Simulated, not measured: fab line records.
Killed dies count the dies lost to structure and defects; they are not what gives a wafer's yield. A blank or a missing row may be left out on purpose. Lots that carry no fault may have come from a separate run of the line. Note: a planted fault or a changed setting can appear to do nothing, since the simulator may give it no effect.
fab line records | flow ritCmos
record: lots: 6 | wafers: 18 | lastDay: 7
route steps=202 shown PRETRO@72 GATE@75 FOX2@80 M1@202
lots that met no fault: from a run of the same line without faults
startH: hours from the record's first day to the start of the lot's first wafer shown | waitH: hours elapsed since this lot's preceding step | " unchanged from the row above | L1.1+2: one row covering several wafers at once | - either no value or no given start | * or withheld: withheld | < > ~ a bound
route shown NAME@n: NAME is a module with steps in the file, n the number in the route of the first one | usual: average and standard deviation across the fault-free wafers | same: alike in all rows | chamber/n: place in a boat | sites: per-site readings | _std_site: standard deviation across them | _edge_site: mean of outer sites minus mean of inner sites | radiusMm: for every site, how far away it sits from the centre of the wafer | mask NAME#n: copy n | behind: the tool/chamber that last shaped the wafer | hold: the reason the lot was held/the length of the hold in hours/how it ended | device: whichever transistor did not switch (one of n, p or np) | end of line: the route-end tests of the same wafers | for a step that has no rows: nothing shown but its recipe | killed: not the wafer's yield, but the dies lost to structure and defects at the first sort | map: shows each die of a wafer: x if killed, . if not, _ if none is there
set.NAME: the setting that was run; set.NAME@STEP: the one run at that earlier step | model.NAME: the simulator's own value behind a step, which no gauge read
a table for each step, a row for each wafer; lots at some steps of the route
services: from which hour (startH, from the record's first day; less than 0 if before it) a tool's chamber was out of use, for how many hours, and why
== steps ==
step: RIT_PRETRO_IMPLANT_08
recipe: species: B | energyKev: 45 | doseCm2: 1.2e+13 | tiltDeg: 7
step: RIT_PRETRO_STRIP_09
recipe: chemistry: O2 | timeS: 180 | resist: NOVOLAK | platenTempC: withheld | powerW: 500 | pressureMtorr: 4000 | o2FlowSccm: 4000
usual: drypumpMotorCurrentA: 5.8/0.55
lot.wafer | tool           | chamber | startH | waitH | drypumpMotorCurrentA | rfHoursCounterH
L896.3    | plasmaAsher-01 | 0       | 42.56  | 0.1   | 4.9                  | -
L896.4    | "              | 1       | "      | "     | 6.3                  | -
L896.5    | "              | 1       | "      | "     | 6.3                  | -
L904.2    | plasmaAsher-01 | 1       | 85.90  | 0.1   | 6.4                  | 44
L904.3    | "              | 1       | "      | "     | 6.4                  | -
L904.5    | "              | 1       | "      | "     | 6.4                  | -
L906.1    | plasmaAsher-01 | 0       | 94.64  | 0.1   | 4.9                  | 45
L906.2    | "              | 1       | "      | "     | 6.4                  | 45
L906.3    | "              | 1       | "      | "     | 6.3                  | -
L907.2    | plasmaAsher-03 | 1       | 98.21  | 0.1   | 5.7                  | 45
L907.3    | "              | 0       | "      | "     | 5.6                  | -
L907.5    | "              | 0       | "      | "     | 5.6                  | -
L909.2    | plasmaAsher-01 | 0       | 107.80 | 0.1   | 4.9                  | 46
L909.3    | "              | 0       | "      | "     | 4.9                  | -
L909.4    | "              | 1       | "      | "     | 6.4                  | -
L915.2    | plasmaAsher-04 | 0       | 141.75 | 0.1   | 6.3                  | 37
L915.3    | "              | 0       | "      | "     | 6.3                  | -
L915.6    | "              | 0       | "      | "     | 6.3                  | -
step: RIT_PRETRO_TW_MEAS_10
usual: PRETRO_TW: 473.9/2.2
lot.wafer | tool         | chamber | startH | waitH | PRETRO_TW
L896.3    | filmMetro-01 | -       | 42.70  | 0.1   | 470.3
L896.4    | "            | -       | "      | "     | 473.4
L896.5    | "            | -       | "      | "     | 472.5
L904.2    | filmMetro-01 | -       | 86.09  | 0.1   | 472.6
L904.3    | "            | -       | "      | "     | 471.8
L904.5    | "            | -       | "      | "     | 471.2
L906.1    | filmMetro-02 | -       | 94.81  | 0.1   | 475.6
L906.2    | "            | -       | "      | "     | 476.0
L906.3    | "            | -       | "      | "     | 474.8
L907.2    | filmMetro-03 | -       | 98.40  | 0.1   | 480.1
L907.3    | "            | -       | "      | "     | 481.0
L907.5    | "            | -       | "      | "     | 475.7
L909.2    | filmMetro-01 | -       | 107.98 | 0.1   | 472.2
L909.3    | "            | -       | "      | "     | 472.0
L909.4    | "            | -       | "      | "     | 472.5
L915.2    | filmMetro-01 | -       | 141.94 | 0.1   | 473.3
L915.3    | "            | -       | "      | "     | 473.1
L915.6    | "            | -       | "      | "     | 472.1
step: RIT_GATE_WET_ETCH_00
recipe: chemistry: BOE | target: SiO2 | targetDepthNm: 56 | timeS: 60 | dry: n2Spin | dilution: 10:1 | tempC: 21.5
step: RIT_GATE_CLEAN_01
recipe: chemistry: SC1 | mix: 3:3:50 | timeS: 600 | tempC: 75
step: RIT_GATE_CLEAN_02
recipe: chemistry: dHF | dilution: 50:1 | timeS: 30
step: RIT_GATE_CLEAN_03
recipe: chemistry: SC2 | mix: 3:3:50 | timeS: 600 | tempC: 75 | dry: n2Spin
step: RIT_GATE_CLEAN_04
recipe: chemistry: dHF | dilution: 50:1 | timeS: 60 | dry: n2Spin
step: RIT_FOX2_THK_MEAS_91
recipe: reads: SiO2_of_FOX2_OXIDATION_00
usual: FIELD_OXIDE_LEFT_2_THK: 254/7
lot.wafer | tool         | chamber | startH | waitH | FIELD_OXIDE_LEFT_2_THK[nm]
L896.3    | filmMetro-04 | -       | 43.18  | 0.0   | 258
L896.4    | "            | -       | "      | "     | 253
L896.5    | "            | -       | "      | "     | 257
L904.2    | filmMetro-02 | -       | 86.58  | 0.0   | 259
L904.3    | "            | -       | "      | "     | 262
L904.5    | "            | -       | "      | "     | 257
L906.1    | filmMetro-04 | -       | 95.29  | 0.0   | 259
L906.2    | "            | -       | "      | "     | 260
L906.3    | "            | -       | "      | "     | 260
L907.2    | filmMetro-04 | -       | 98.89  | 0.0   | 256
L907.3    | "            | -       | "      | "     | 258
L907.5    | "            | -       | "      | "     | 254
L909.2    | filmMetro-04 | -       | 108.46 | 0.0   | 261
L909.3    | "            | -       | "      | "     | 257
L909.4    | "            | -       | "      | "     | 259
L915.2    | filmMetro-02 | -       | 142.43 | 0.0   | 246
L915.3    | "            | -       | "      | "     | 242
L915.6    | "            | -       | "      | "     | 248
step: RIT_GATE_OXIDATION_05
recipe: tempC: 900 | ambient: O2 | targetThkA: 30 | oxTimeS: 274.8
step: RIT_GATE_ANNEAL_06
recipe: tempC: 900 | timeS: 600 | ambient: N2O
step: RIT_GATE_THK_MEAS_07
recipe: reads: SiO2_of_GATE_OXIDATION_05
usual: GATE_OXIDE_THK: 3.06/0.079
lot.wafer | tool         | chamber | startH | waitH | GATE_OXIDE_THK[nm]
L896.3    | filmMetro-02 | -       | 45.22  | 0.0   | 3.06
L896.4    | "            | -       | "      | "     | 3.04
L896.5    | "            | -       | "      | "     | 3.10
L904.2    | filmMetro-01 | -       | 89.70  | 0.0   | 3.12
L904.3    | "            | -       | "      | "     | 3.13
L904.5    | "            | -       | "      | "     | 3.05
L906.1    | filmMetro-01 | -       | 96.68  | 0.0   | 3.20
L906.2    | "            | -       | "      | "     | 3.13
L906.3    | "            | -       | "      | "     | 3.13
L907.2    | filmMetro-02 | -       | 104.69 | 0.0   | 3.05
L907.3    | "            | -       | "      | "     | 2.94
L907.5    | "            | -       | "      | "     | 3.03
L909.2    | filmMetro-02 | -       | 110.83 | 0.0   | 3.15
L909.3    | "            | -       | "      | "     | 3.03
L909.4    | "            | -       | "      | "     | 2.97
L915.2    | filmMetro-02 | -       | 151.16 | 0.0   | 2.95
L915.3    | "            | -       | "      | "     | 2.97
L915.6    | "            | -       | "      | "     | 3.00
step: RIT_GATE_CVD_08
recipe: material: poly-Si | targetThkNm: 250 | tempC: 610 | precursor: SiH4 | timeS: 2220 | pressureMtorr: 312.2 | sih4FlowSccm: 100
lot.wafer  | tool     | chamber | startH | waitH
L896.3+4+5 | lpcvd-01 | 1       | 45.26  | 0.0
L904.2+3+5 | lpcvd-01 | 1       | 89.75  | 0.0
L906.1+2+3 | lpcvd-01 | 1       | 96.74  | 0.1
L907.2+3+5 | lpcvd-02 | 0       | 104.92 | 0.2
L909.2+3+4 | lpcvd-02 | 0       | 110.88 | 0.0
L915.2+3+6 | lpcvd-01 | 0       | 151.21 | 0.0
step: RIT_GATE_THK_MEAS_09
recipe: reads: poly-Si_of_GATE_CVD_08
usual: GATE_POLY_THK: 255.5/2.5
lot.wafer | tool         | chamber | startH | waitH | GATE_POLY_THK[nm]
L896.3    | filmMetro-01 | -       | 47.70  | 0.0   | 253.7
L896.4    | "            | -       | "      | "     | 254.7
L896.5    | "            | -       | "      | "     | 255.0
L904.2    | filmMetro-01 | -       | 91.38  | 0.0   | 205.8
L904.3    | "            | -       | "      | "     | 205.4
L904.5    | "            | -       | "      | "     | 206.1
L906.1    | filmMetro-04 | -       | 98.36  | 0.0   | 211.3
L906.2    | "            | -       | "      | "     | 212.7
L906.3    | "            | -       | "      | "     | 208.6
L907.2    | filmMetro-01 | -       | 106.55 | 0.0   | 254.8
L907.3    | "            | -       | "      | "     | 255.4
L907.5    | "            | -       | "      | "     | 255.1
L909.2    | filmMetro-04 | -       | 112.51 | 0.0   | 257.2
L909.3    | "            | -       | "      | "     | 256.1
L909.4    | "            | -       | "      | "     | 256.8
L915.2    | filmMetro-01 | -       | 152.84 | 0.0   | 257.9
L915.3    | "            | -       | "      | "     | 258.4
L915.6    | "            | -       | "      | "     | 257.1
step: RIT_GATE_HMDS_10
recipe: primeTimeS: 60 | primeTempC: 140
step: RIT_GATE_COAT_11
recipe: resist: NOVOLAK | spinRpm: 4250 | resistThkNm: 850
step: RIT_GATE_SOFTBAKE_12
recipe: resist: NOVOLAK | tempC: 90 | timeS: 60
step: RIT_GATE_EXPOSE_13
recipe: maskId: M6 | na: 0.6 | sourceShape: conventional | sigmaOuter: 0.6 | targetCdNm: 150 | doseMj: 380
step: RIT_GATE_PEB_14
recipe: resist: NOVOLAK | tempC: withheld | timeS: withheld
step: RIT_GATE_DEVELOP_15
recipe: resist: NOVOLAK | developTimeS: 50 | devTempC: 23
step: RIT_GATE_CD_MEAS_16
recipe: targetCdNm: 150
usual: cdNm: 150.5/2.5
lot.wafer | tool     | chamber | startH | waitH | cdNm
L896.3    | cdSem-02 | -       | 48.63  | -     | 151.0
L896.4    | "        | -       | "      | "     | 147.6
L896.5    | "        | -       | "      | "     | 151.2
L904.2    | cdSem-01 | -       | 92.30  | -     | 153.7
L904.3    | "        | -       | "      | "     | 153.5
L904.5    | "        | -       | "      | "     | 152.8
L906.1    | cdSem-01 | -       | 99.39  | -     | 150.2
L906.2    | "        | -       | "      | "     | 151.5
L906.3    | "        | -       | "      | "     | 151.0
L907.2    | cdSem-02 | -       | 107.94 | -     | 152.0
L907.3    | "        | -       | "      | "     | 152.2
L907.5    | "        | -       | "      | "     | 149.7
L909.2    | cdSem-01 | -       | 113.43 | -     | 151.8
L909.3    | "        | -       | "      | "     | 150.2
L909.4    | "        | -       | "      | "     | 151.2
L915.2    | cdSem-01 | -       | 153.76 | -     | 150.7
L915.3    | "        | -       | "      | "     | 150.7
L915.6    | "        | -       | "      | "     | 150.8
step: RIT_GATE_OVL_MEAS_17
usual: GATE_OVL: -0.4/1.2
lot.wafer | tool       | chamber | startH | waitH | GATE_OVL[nm]
L896.3    | overlay-01 | -       | 48.73  | 0.1   | -0.2
L896.4    | "          | -       | "      | "     | 1.7
L896.5    | "          | -       | "      | "     | 1.0
L904.2    | overlay-02 | -       | 92.40  | 0.1   | 0.0
L904.3    | "          | -       | "      | "     | -0.5
L904.5    | "          | -       | "      | "     | -0.1
L906.1    | overlay-01 | -       | 99.51  | 0.1   | 2.0
L906.2    | "          | -       | "      | "     | 2.8
L906.3    | "          | -       | "      | "     | 0.7
L907.2    | overlay-01 | -       | 108.04 | 0.1   | -1.7
L907.3    | "          | -       | "      | "     | -0.8
L907.5    | "          | -       | "      | "     | -0.3
L909.2    | overlay-02 | -       | 113.53 | 0.1   | -0.4
L909.3    | "          | -       | "      | "     | -1.0
L909.4    | "          | -       | "      | "     | -1.5
L915.2    | overlay-01 | -       | 153.86 | 0.1   | -1.1
L915.3    | "          | -       | "      | "     | 0.0
L915.6    | "          | -       | "      | "     | -1.3
step: RIT_GATE_HARDBAKE_18
recipe: resist: NOVOLAK | tempC: 140 | timeS: 60
step: RIT_GATE_ETCH_19
recipe: chemistry: SF6/CHF3/O2 | timeS: 165 | SF6_flow_sccm: 30 | CHF3_flow_sccm: 30 | O2_flow_sccm: 5 | target: poly-Si | pressureMtorr: 40 | rfW: 160 | targetDepthA: 3125 | overEtchFrac: 0.25 | stopOn: SiO2
usual: drypumpMotorCurrentA: 5.5/0.47 | oesProductAu: 0.864/0.016 | throttleValvePct: 10.14/0.15
lot.wafer | tool     | chamber | startH | waitH | drypumpMotorCurrentA | oesProductAu | rfHoursCounterH | throttleValvePct
L896.3    | rieSi-01 | 1       | 48.90  | 0.1   | 5.5                  | 0.854        | 0               | 10.22
L896.4    | "        | 0       | "      | "     | 5.8                  | 0.885        | 128             | 10.16
L896.5    | "        | 0       | "      | "     | 5.8                  | 0.884        | -               | 10.15
L904.2    | rieSi-01 | 3       | 92.70  | 0.1   | 5.1                  | 0.723        | 44              | 10.15
L904.3    | "        | 0       | "      | "     | 5.8                  | 0.765        | 129             | 10.15
L904.5    | "        | 2       | "      | "     | 5.6                  | 0.759        | -               | 9.90
L906.1    | rieSi-01 | 3       | 99.70  | 0.1   | 5.1                  | 0.735        | 44              | 10.15
L906.2    | "        | 2       | "      | "     | 5.7                  | 0.769        | 61              | 9.89
L906.3    | "        | 0       | "      | "     | 5.8                  | 0.772        | 129             | 10.13
L907.2    | rieSi-02 | 2       | 108.22 | 0.1   | 6.0                  | 0.848        | 0               | 10.05
L907.3    | "        | 1       | "      | "     | 4.9                  | 0.869        | 89              | 10.36
L907.5    | "        | 0       | "      | "     | 4.8                  | 0.835        | -               | 9.97
L909.2    | rieSi-02 | 2       | 113.71 | 0.1   | 6.0                  | 0.844        | 0               | 10.06
L909.3    | "        | 0       | "      | "     | 4.8                  | 0.845        | 0               | 9.96
L909.4    | "        | 3       | "      | "     | 6.2                  | 0.880        | 80              | 10.27
L915.2    | rieSi-02 | 3       | 154.04 | 0.1   | 6.2                  | 0.875        | 80              | 10.28
L915.3    | "        | 2       | "      | "     | 6.0                  | 0.852        | 1               | 10.05
L915.6    | "        | 0       | "      | "     | 4.8                  | 0.846        | -               | 9.96
step: RIT_GATE_STRIP_20
recipe: chemistry: O2 | timeS: 180 | resist: NOVOLAK | platenTempC: withheld | powerW: 500 | pressureMtorr: 4000 | o2FlowSccm: 4000
usual: drypumpMotorCurrentA: 5.4/0.53
lot.wafer | tool           | chamber | startH | waitH | drypumpMotorCurrentA | rfHoursCounterH
L896.3    | plasmaAsher-03 | 0       | 49.07  | 0.1   | 5.6                  | -
L896.4    | "              | 1       | "      | "     | 5.6                  | -
L896.5    | "              | 1       | "      | "     | 5.7                  | -
L904.2    | plasmaAsher-01 | 1       | 92.80  | 0.1   | 6.4                  | 45
L904.3    | "              | 1       | "      | "     | 6.4                  | -
L904.5    | "              | 0       | "      | "     | 4.9                  | -
L906.1    | plasmaAsher-03 | 0       | 99.80  | 0.1   | 5.6                  | 45
L906.2    | "              | 1       | "      | "     | 5.7                  | 45
L906.3    | "              | 0       | "      | "     | 5.6                  | -
L907.2    | plasmaAsher-03 | 0       | 108.33 | 0.1   | 5.6                  | 45
L907.3    | "              | 1       | "      | "     | 5.7                  | -
L907.5    | "              | 0       | "      | "     | 5.6                  | -
L909.2    | plasmaAsher-01 | 0       | 113.82 | 0.1   | 4.9                  | 47
L909.3    | "              | 1       | "      | "     | 6.3                  | -
L909.4    | "              | 0       | "      | "     | 4.9                  | -
L915.2    | plasmaAsher-01 | 0       | 154.15 | 0.1   | 4.9                  | 51
L915.3    | "              | 1       | "      | "     | 6.3                  | -
L915.6    | "              | 0       | "      | "     | 4.9                  | -
step: RIT_M1_PROBE_99
usual: killedAtContacts: 0.1/0.28 | killedAtFrontEnd: 7.0/2.9 | killedDies: 7.0/2.9 | killedOnRim: 1.8/1.4 | killedOpen: 3.4/2.1 | killedShort: 3.6/1.7
same: grossDies: 264 | killed_at_M0_to_M3: 0 | killed_at_M4_up: 0 | killedAtBackSide: 0 | killedAtOther: 0
lot.wafer | tool      | chamber | startH | waitH | killedAtContacts | killedAtFrontEnd | killedDies | killedOnRim | killedOpen | killedShort
L896.3    | prober-02 | -       | 69.27  | 0.2   | 0                | 3                | 3          | 2           | 1          | 2
L896.4    | prober-02 | -       | 69.32  | 0.2   | 0                | 5                | 5          | 0           | 2          | 3
L896.5    | prober-02 | -       | 69.37  | 0.2   | 0                | 9                | 9          | 3           | 5          | 4
L904.2    | prober-01 | -       | 112.90 | 0.1   | 0                | 72               | 72         | 58          | 8          | 3
L904.3    | prober-01 | -       | 112.95 | 0.2   | 0                | 60               | 60         | 55          | 0          | 1
L904.5    | prober-01 | -       | 113.05 | 0.2   | 0                | 65               | 65         | 56          | 2          | 1
L906.1    | prober-01 | -       | 121.03 | 0.1   | 0                | 55               | 55         | 50          | 3          | 3
L906.2    | prober-01 | -       | 121.08 | 0.1   | 0                | 52               | 52         | 49          | 2          | 2
L906.3    | prober-01 | -       | 121.13 | 0.2   | 1                | 64               | 65         | 55          | 5          | 5
L907.2    | prober-02 | -       | 128.97 | 0.1   | 0                | 5                | 5          | 0           | 1          | 4
L907.3    | prober-02 | -       | 129.02 | 0.2   | 0                | 9                | 9          | 3           | 5          | 4
L907.5    | prober-02 | -       | 129.12 | 0.2   | 0                | 5                | 5          | 2           | 2          | 3
L909.2    | prober-02 | -       | 135.51 | 0.1   | 0                | 12               | 12         | 3           | 5          | 7
L909.3    | prober-02 | -       | 135.56 | 0.2   | 0                | 11               | 11         | 0           | 7          | 4
L909.4    | prober-02 | -       | 135.61 | 0.2   | 0                | 10               | 10         | 2           | 7          | 3
L915.2    | prober-02 | -       | 174.79 | 0.1   | 0                | 13               | 13         | 5           | 10         | 3
L915.3    | prober-02 | -       | 174.84 | 0.2   | 0                | 8                | 8          | 4           | 2          | 6
L915.6    | prober-02 | -       | 174.99 | 0.2   | 0                | 9                | 9          | 2           | 5          | 4
killed by level:class
L896.3 SPACER:geometricParticle:short=2 FOX1:geometricParticle:open=1
L896.4 SPACER:geometricParticle:short=2 FOX2:geometricParticle:open=1 GATE:geometricParticle:open=1 REOX:geometricParticle:short=1
L896.5 SPACER:geometricParticle:short=2 SPACER:geometricParticle:open=2 GATE:geometricParticle:short=1 GATE:geometricParticle:open=1 REOX:geometricParticle:open=1 SILICIDE:geometricParticle:open=1 SILICIDE:geometricParticle:short=1
L904.2 GATE:areaCvd=61 SPACER:geometricParticle:open=4 GATE:geometricParticle:open=2 FOX2:geometricParticle:open=1 GATE:geometricParticle:short=1 REOX:geometricParticle:open=1 SPACER:geometricParticle:short=1 SILICIDE:geometricParticle:short=1
L904.3 GATE:areaCvd=59 GATE:geometricParticle:short=1
L904.5 GATE:areaCvd=62 GATE:geometricParticle:short=1 GATE:geometricParticle:open=1 SPACER:geometricParticle:open=1
L906.1 GATE:areaCvd=49 GATE:geometricParticle:open=2 FOX1:geometricParticle:short=1 GATE:geometricParticle:short=1 REOX:geometricParticle:open=1 SPACER:geometricParticle:short=1
L906.2 GATE:areaCvd=48 GATE:geometricParticle:short=1 GATE:geometricParticle:open=1 REOX:geometricParticle:short=1 REOX:geometricParticle:open=1
L906.3 GATE:areaCvd=55 GATE:geometricParticle:short=2 GATE:geometricParticle:open=2 ACTIVE:geometricParticle:open=1 FOX1:geometricParticle:short=1 FOX1:geometricParticle:open=1 REOX:geometricParticle:open=1 SPACER:geometricParticle:short=1
L907.2 FOX1:geometricParticle:short=3 GATE:geometricParticle:short=1 SILICIDE:geometricParticle:open=1
L907.3 REOX:geometricParticle:short=2 SPACER:geometricParticle:open=2 FOX1:geometricParticle:short=1 FOX1:geometricParticle:open=1 GATE:geometricParticle:short=1 REOX:geometricParticle:open=1 SILICIDE:geometricParticle:open=1
L907.5 SILICIDE:geometricParticle:short=2 FOX1:geometricParticle:open=1 FOX1:geometricParticle:short=1 GATE:geometricParticle:open=1
L909.2 SILICIDE:geometricParticle:short=4 FOX1:geometricParticle:short=2 GATE:geometricParticle:open=2 SILICIDE:geometricParticle:open=2 FOX1:geometricParticle:open=1 REOX:geometricParticle:short=1
L909.3 FOX1:geometricParticle:open=3 SILICIDE:geometricParticle:open=3 FOX2:geometricParticle:short=2 FOX1:geometricParticle:short=1 FOX2:geometricParticle:open=1 GATE:geometricParticle:short=1
L909.4 GATE:geometricParticle:open=4 GATE:geometricParticle:short=2 FOX2:geometricParticle:open=1 REOX:geometricParticle:open=1 SPACER:geometricParticle:short=1 SILICIDE:geometricParticle:open=1
L915.2 GATE:geometricParticle:open=3 SILICIDE:geometricParticle:open=3 SPACER:geometricParticle:open=2 ACTIVE:geometricParticle:short=1 FOX1:geometricParticle:open=1 FOX2:geometricParticle:open=1 GATE:geometricParticle:short=1 REOX:geometricParticle:short=1
L915.3 GATE:geometricParticle:short=4 FOX1:geometricParticle:short=1 FOX1:geometricParticle:open=1 FOX2:geometricParticle:open=1 SPACER:geometricParticle:short=1
L915.6 SPACER:geometricParticle:open=3 GATE:geometricParticle:short=2 FOX2:geometricParticle:short=1 GATE:geometricParticle:open=1 REOX:geometricParticle:open=1 SPACER:geometricParticle:short=1
map L904.2 (x killed, . not)
________xxxx.xx_______
_____xx..x.....xxx____
____xx....x...xxxxx___
___xxx............xx__
__xx...............xx_
__x................xx_
_x..............x...xx
_x.............x.....x
_x...............x.x.x
_xx..x..............xx
__x.................x_
__xx................x_
___x.x........x....x__
____xx...........xx___
_____xx.........xx____
________xxxxxxx_______
map L906.3 (x killed, . not)
________x.xxxxx_______
_____xxx..x..x.xxx____
____xx.........x.xx___
___xx.............xx__
__x...............x.x_
__x.................x_
_xx.................xx
_x...................x
_x...................x
_xx..........x..x...xx
__xx............x...x_
__x.................x_
___x....x..........x__
____xx.......x....x___
_____xxx........xx____
________xx.x.xx_______
== services ==
tool     | chamber | startH | hours | kind
rieSi-01 | 1       | 21.97  | -     | clean
rieSi-01 | 1       | 21.97  | 18.0  | scheduledDown
rieSi-01 | 1       | 21.97  | 18.0  | ventCycle
rieSi-02 | -       | 61.70  | 0.4   | repair
rieSi-02 | 2       | 62.36  | -     | clean
rieSi-02 | 2       | 62.36  | 17.9  | scheduledDown
rieSi-02 | 2       | 62.36  | 17.9  | ventCycle
rieSi-01 | 0       | 76.43  | 2.1   | repair
lpcvd-02 | -       | 77.87  | 0.9   | repair
rieSi-02 | 0       | 80.27  | -     | clean
rieSi-02 | 0       | 80.27  | 14.3  | scheduledDown
rieSi-02 | 0       | 80.27  | 14.3  | ventCycle
== key ==
firstSign: step: RIT_GATE_THK_MEAS_09 | reading: GATE_POLY_THK | direction: down | sigmas: 19 | usual: 255.5 | struck: 208.3
effect: step: RIT_GATE_ETCH_19 | reading: oesProductAu | direction: down | sigmas: 7 | usual: 0.864 | struck: 0.754
effect: step: RIT_M1_PROBE_99 | reading: killedDies | direction: up | sigmas: 19 | usual: 7.0 | struck: 61.5
moreKillsBornAt: RIT_GATE_CVD_08@lpcvd-01: 334
metAt RIT_GATE_CVD_08
struckWafers L904.2,L904.3,L904.5,L906.1,L906.2,L906.3
testerLeftOut L904,L906
onsetBetween 45.26 89.75
fault: kind: siteProfileDrift | tool: lpcvd-01 | chamber: 1 | onsetH: 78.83 | steps: RIT_GATE_CVD_08 | basis: fraction | maxAbsDrift: 0.42215 | slopeSharePerHr: 93.812 | sitePattern: 0,0,0,0,0,-1,-1,-1,-1
testerLeftOut: of these lots the tester's yield and bins aren't shown, on N5 and GAA mostly nor the transistor test; their killed dies are dies lost to structure and defects alone, not to doping, threshold or leakage, so they don't give the yield
